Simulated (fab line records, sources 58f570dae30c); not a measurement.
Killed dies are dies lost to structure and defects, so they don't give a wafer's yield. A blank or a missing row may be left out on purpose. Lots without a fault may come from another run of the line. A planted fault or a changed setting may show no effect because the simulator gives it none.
Problem report in the 8D (eight disciplines) form, filled by code | flow berkeley_cmos170 | the parts of the form that need people (team, actions taken, sign-off) are left out

1. THE PROBLEM
oes_product_au at UCB170_M2_ETCH_17 reads a mean of 0.862 a.u. on 6 wafers of 2 lots; wafers without a fault read 0.998 a.u. with a standard deviation of 0.018. That is -7.6 standard deviations from the usual mean.
The step: etches BARC in N2/H2.
First seen on wafer L239.1, day 11 02:47, on rie_diel-01. The record holds 42 wafers of 14 lots with a number at this step. Rule for "out", or "out of limits": more than 4 standard deviations from the usual mean. The other wafers with a number count as sound.

2. WHAT IT IS AND WHAT IT IS NOT
question                    | is                     | is not
which readings at this step | oes_product_au         | drypump_motor_current_A, throttle_valve_pct
which lots                  | L239, L244             | L224, L225, L230, L231, L232, L233, L234, L235, L237, L238, L243, L246
which wafers of those lots  | all that have a number | -
read on which tools         | rie_diel-01            | rie_diel-02, rie_diel-03
when                        | from day 11 02:47      | up to then (30 sound wafers); but 6 sound wafers of L243, L246 came after

3. SUSPECTS, AND WHAT RULES EACH OUT
Counting: a tool at a process step up to the reading stays a suspect if it ran every lot that is out and no sound lot after the first of them.
- pecvd-01 at UCB170_SPACER_CVD_00 (deposits SiO2 from TEOS/O2, target thk 376 nm, time 47 s): kept. It ran every lot that is out, first L239 (day 9 17:53), and no sound lot after that; its last sound lot up to then is L232 (day 8 16:58).
- plasma_asher-04 at UCB170_BACKSIDE_STRIP_03 (strips in O2): kept. It ran every lot that is out, first L239 (day 10 04:23), and no sound lot after that; its last sound lot up to then is L238 (day 10 03:56).
- rie_diel-02 at UCB170_CONTACT_ETCH_17 (etches BARC in N2/H2): kept. It ran every lot that is out, first L239 (day 10 13:59), and no sound lot after that; its last sound lot up to then is L237 (day 9 14:17).
- rie_diel-01 at UCB170_M2_ETCH_17 (etches BARC in N2/H2): kept. It ran every lot that is out, first L239 (day 11 02:47), and no sound lot after that; its last sound lot up to then is L238 (day 10 22:13). Its own readings are out on those wafers: oes_product_au.
Left after counting: pecvd-01 at UCB170_SPACER_CVD_00, plasma_asher-04 at UCB170_BACKSIDE_STRIP_03, rie_diel-02 at UCB170_CONTACT_ETCH_17, rie_diel-01 at UCB170_M2_ETCH_17.

4. THE CAUSE (what the simulator had put in)
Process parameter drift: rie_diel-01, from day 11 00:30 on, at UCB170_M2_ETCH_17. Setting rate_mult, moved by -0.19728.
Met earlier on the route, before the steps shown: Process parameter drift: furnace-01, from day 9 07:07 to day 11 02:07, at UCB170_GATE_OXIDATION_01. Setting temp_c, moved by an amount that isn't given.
Counting left 4 suspects, and this tool is among them.

5. THE CHAIN OF EFFECTS, in route order
Each row: a reading whose mean over the struck wafers that have a number lies more than 3 standard deviations from the usual. Only readings for which the record gives a usual standard deviation are gone through. hours: the time from each lot's start at the first step in this table that gives one to its start at this step, as a median over the lots. sigmas: the change in usual standard deviations.
hours | step              | reading        | usual      | on struck wafers | change | sigmas
0     | UCB170_M2_ETCH_17 | oes_product_au | 0.998 a.u. | 0.862            | -0.136 | -7.6
The process steps in it:
- UCB170_M2_ETCH_17: etches BARC in N2/H2.

6. WHAT WOULD HAVE CAUGHT IT SOONER
In this record the first reading out of limits was taken at day 11 02:47, 2 hours after the fault began at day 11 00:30.
